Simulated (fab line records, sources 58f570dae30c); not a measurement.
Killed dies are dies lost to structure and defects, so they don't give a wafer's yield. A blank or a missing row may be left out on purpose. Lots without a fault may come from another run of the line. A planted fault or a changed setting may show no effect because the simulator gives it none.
Which tool did it? | flow berkeley_cmos170 | 14 lots, 42 wafers sampled, at 5 steps of a route of 331

WHAT THE GAUGES READ, wafer by wafer
UCB170_SCREENOX_THK_MEAS_02.
lot  | measured    | on            | SCREENOX_OXIDE_THK (nm)
L581 | day 5 01:53 | film_metro-03 | 14.42 14.20 14.44
L582 | day 5 01:54 | film_metro-04 | 14.50 14.61 14.60
L585 | day 6 08:37 | film_metro-01 | 14.44 14.37 14.45
L584 | day 6 08:38 | film_metro-03 | 14.40 14.31 14.47
L586 | day 6 10:23 | film_metro-03 | 14.30 14.61 14.50
L591 | day 6 20:04 | film_metro-04 | 14.39 14.39 14.50
L595 | day 8 07:13 | film_metro-03 | 14.54 14.55 14.56
L596 | day 8 07:13 | film_metro-01 | 14.19 14.54 14.35
L597 | day 8 07:17 | film_metro-03 | 14.13 14.14 14.41
L598 | day 8 19:24 | film_metro-03 | 14.41 14.25 14.50
L599 | day 9 04:19 | film_metro-04 | 14.82 14.76 14.59
L601 | day 9 04:19 | film_metro-01 | 14.40 14.72 14.66
L604 | day 9 14:11 | film_metro-03 | 14.76 14.74 14.68
L602 | day 9 14:11 | film_metro-04 | 14.84 14.80 14.67

UCB170_PVT_TW_MEAS_09.
lot  | measured    | on            | PVT_TW
L581 | day 5 12:03 | film_metro-02 | 511 511 510
L582 | day 5 12:02 | film_metro-03 | 519 515 516
L585 | day 6 17:26 | film_metro-01 | 511 512 511
L584 | day 6 17:22 | film_metro-02 | 509 511 508
L586 | day 6 19:11 | film_metro-02 | 508 510 510
L591 | day 7 04:24 | film_metro-03 | 516 516 516
L595 | day 8 19:40 | film_metro-02 | 480 482 480
L596 | day 8 19:56 | film_metro-01 | 516 513 514
L597 | day 8 20:13 | film_metro-02 | 482 480 482
L598 | day 9 08:43 | film_metro-03 | 517 517 515
L599 | day 9 11:10 | film_metro-01 | 511 511 512
L601 | day 9 11:55 | film_metro-03 | 517 516 518
L604 | day 9 23:14 | film_metro-03 | 514 516 514
L602 | day 9 22:59 | film_metro-03 | 519 519 517

UCB170_CONTACT_CD_MEAS_15: target cd 700 nm.
lot  | measured     | on        | cd_nm (nm)
L581 | day 6 19:33  | cd_sem-01 | 696.7 698.1 697.8
L582 | day 6 17:32  | cd_sem-02 | 701.0 701.1 702.4
L585 | day 8 04:34  | cd_sem-01 | 699.6 696.9 698.0
L584 | day 8 05:20  | cd_sem-02 | 698.8 698.8 698.7
L586 | day 8 04:18  | cd_sem-01 | 703.7 703.8 703.7
L591 | day 8 14:14  | cd_sem-02 | 698.2 699.4 698.6
L595 | day 10 07:14 | cd_sem-02 | 698.5 698.7 697.9
L596 | day 10 07:58 | cd_sem-01 | 699.3 698.9 699.0
L597 | day 10 04:52 | cd_sem-01 | 700.3 699.1 698.9
L598 | day 10 21:18 | cd_sem-01 | 700.7 699.4 699.6
L599 | day 10 22:34 | cd_sem-02 | 699.5 697.2 698.7
L601 | day 10 22:38 | cd_sem-01 | 700.1 702.0 700.4
L604 | day 11 10:01 | cd_sem-01 | 699.9 699.3 699.0
L602 | day 11 04:49 | cd_sem-01 | 701.2 700.3 701.0

WHICH TOOL RAN EACH LOT (tool, then ch and the chambers of the sampled wafers, then the start)
lot  | UCB170_PWELL_ETCH_14              | UCB170_PVT_IMPLANT_07
L581 | rie_diel-01 ch 0,1,3, day 3 01:10 | implanter-04 ch 0, day 5 11:48
L582 | rie_diel-01 ch 0,1,3, day 3 05:52 | implanter-01 ch 0, day 5 11:49
L585 | rie_diel-02 ch 0,2,3, day 4 00:41 | implanter-04 ch 0, day 6 17:11
L584 | rie_diel-04 ch 1,2,3, day 4 00:52 | implanter-01 ch 0, day 6 17:08
L586 | rie_diel-02 ch 0,1,3, day 4 10:49 | implanter-04 ch 0, day 6 18:56
L591 | rie_diel-04 ch 1,2,3, day 5 04:16 | implanter-04 ch 0, day 7 04:09
L595 | rie_diel-01 ch 0,1,3, day 6 02:00 | implanter-04 ch 0, day 8 19:26
L596 | rie_diel-02 ch 0,1,2, day 6 06:38 | implanter-01 ch 0, day 8 19:42
L597 | rie_diel-01 ch 1,2,3, day 6 06:46 | implanter-04 ch 0, day 8 20:00
L598 | rie_diel-04 ch 1,2,3, day 6 11:13 | implanter-01 ch 0, day 9 08:28
L599 | rie_diel-01 ch 0,1, day 6 14:55   | implanter-02 ch 0, day 9 10:55
L601 | rie_diel-02 ch 0,2,3, day 6 22:14 | implanter-02 ch 0, day 9 11:40
L604 | rie_diel-02 ch 0,3, day 7 12:10   | implanter-02 ch 0, day 9 23:01
L602 | rie_diel-01 ch 1,3, day 7 12:20   | implanter-02 ch 0, day 9 22:43
- UCB170_PWELL_ETCH_14: etches Si3N4 in CH3F/Ar/O2, stops on SiO2, target depth 242 nm, time 151 s.
- UCB170_PVT_IMPLANT_07

WHAT THE TOOLS THEMSELVES READ (means of the sampled wafers that have a number; where no wafer has one, the mark that the record gives instead)
UCB170_PWELL_ETCH_14.
lot  | tool        | drypump_motor_current_A (A) | oes_product_au (a.u.) | throttle_valve_pct (%)
L581 | rie_diel-01 | 5.3                         | 0.945                 | 8.04
L582 | rie_diel-01 | 5.3                         | 0.945                 | 8.05
L585 | rie_diel-02 | 5.8                         | 0.936                 | 8.09
L584 | rie_diel-04 | 5.6                         | 0.933                 | 7.93
L586 | rie_diel-02 | 5.4                         | 0.945                 | 8.01
L591 | rie_diel-04 | 5.5                         | 0.945                 | 7.93
L595 | rie_diel-01 | 5.4                         | 0.952                 | 8.03
L596 | rie_diel-02 | 6.0                         | 0.950                 | 8.00
L597 | rie_diel-01 | 5.8                         | 0.949                 | 7.98
L598 | rie_diel-04 | 5.5                         | 0.945                 | 7.94
L599 | rie_diel-01 | 5.6                         | 0.950                 | 7.96
L601 | rie_diel-02 | 5.8                         | 0.947                 | 8.08
L604 | rie_diel-02 | 5.2                         | 0.942                 | 8.11
L602 | rie_diel-01 | 5.5                         | 0.942                 | 8.06

UCB170_PVT_IMPLANT_07.
lot  | tool         | dose_ions_cm2 | faraday_current_uA
L581 | implanter-04 | 1.9993e+12    | 6.33
L582 | implanter-01 | 2.0028e+12    | 6.38
L585 | implanter-04 | 1.9975e+12    | 6.34
L584 | implanter-01 | 1.9985e+12    | 6.36
L586 | implanter-04 | 2.0001e+12    | 6.27
L591 | implanter-04 | 2.0017e+12    | 6.31
L595 | implanter-04 | 1.6616e+12    | 5.38
L596 | implanter-01 | 1.9991e+12    | 6.35
L597 | implanter-04 | 1.6574e+12    | 5.27
L598 | implanter-01 | 1.9986e+12    | 6.43
L599 | implanter-02 | 1.9983e+12    | 6.30
L601 | implanter-02 | 2.0019e+12    | 6.34
L604 | implanter-02 | 1.9993e+12    | 6.28
L602 | implanter-02 | 1.9997e+12    | 6.32

THE ANSWER, worked out from the rows above alone
Rule: what is usual is taken from the lots themselves. Put in order of their means at a reading, lots are off if they are a third of the lots or fewer, leave a main group of 4 or more, and stand apart from it by a gap of 3 or more times the standard deviation of the main group's means; of several such gaps the widest counts. A main group whose means are all the same, to the digits that the tables above print for the reading, isn't used. A lot without any number at a reading at which 4 lots or more have one is off too. The other lots that the step has rows for count as sound. The gauges are gone through in route order, then the tools' own readings, and for those a lot's mean is taken as printed above. The first step at which some lot is off is used, and at that step the reading that is off furthest; a lot without a number counts as furthest.
Off: L595, L597, at UCB170_PVT_TW_MEAS_09 (PVT_TW). The main group: mean 514, standard deviation 3.1.
A tool fits if, at a process step before that reading, it ran every lot that is off, and no sound lot after the first of them. The gauges at UCB170_PVT_TW_MEAS_09 aren't tried: what is off there is off at UCB170_PVT_IMPLANT_07 too, on other tools, and a gauge's error can't cause that. One fits: implanter-04 at UCB170_PVT_IMPLANT_07. Its last sound lot is L591 (day 7 04:09), its first lot that is off L595 (day 8 19:26): a fault that began between those two fits.
The tool's own readings at UCB170_PVT_IMPLANT_07 bear it out: on the lots that are off they differ by more than 5 times the standard deviation of the sound lots' means. dose_ions_cm2 reads 1.6595e+12 there against 1.9997e+12 on the sound lots; faraday_current_uA reads 5.32 there against 6.33 on the sound lots.

WHAT THE SIMULATOR HAD PUT IN
Process parameter drift: implanter-04, from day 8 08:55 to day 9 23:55, at UCB170_PVT_IMPLANT_07. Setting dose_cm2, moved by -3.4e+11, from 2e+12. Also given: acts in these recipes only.
Lots struck among those shown: L595, L597. The rule above found the same.
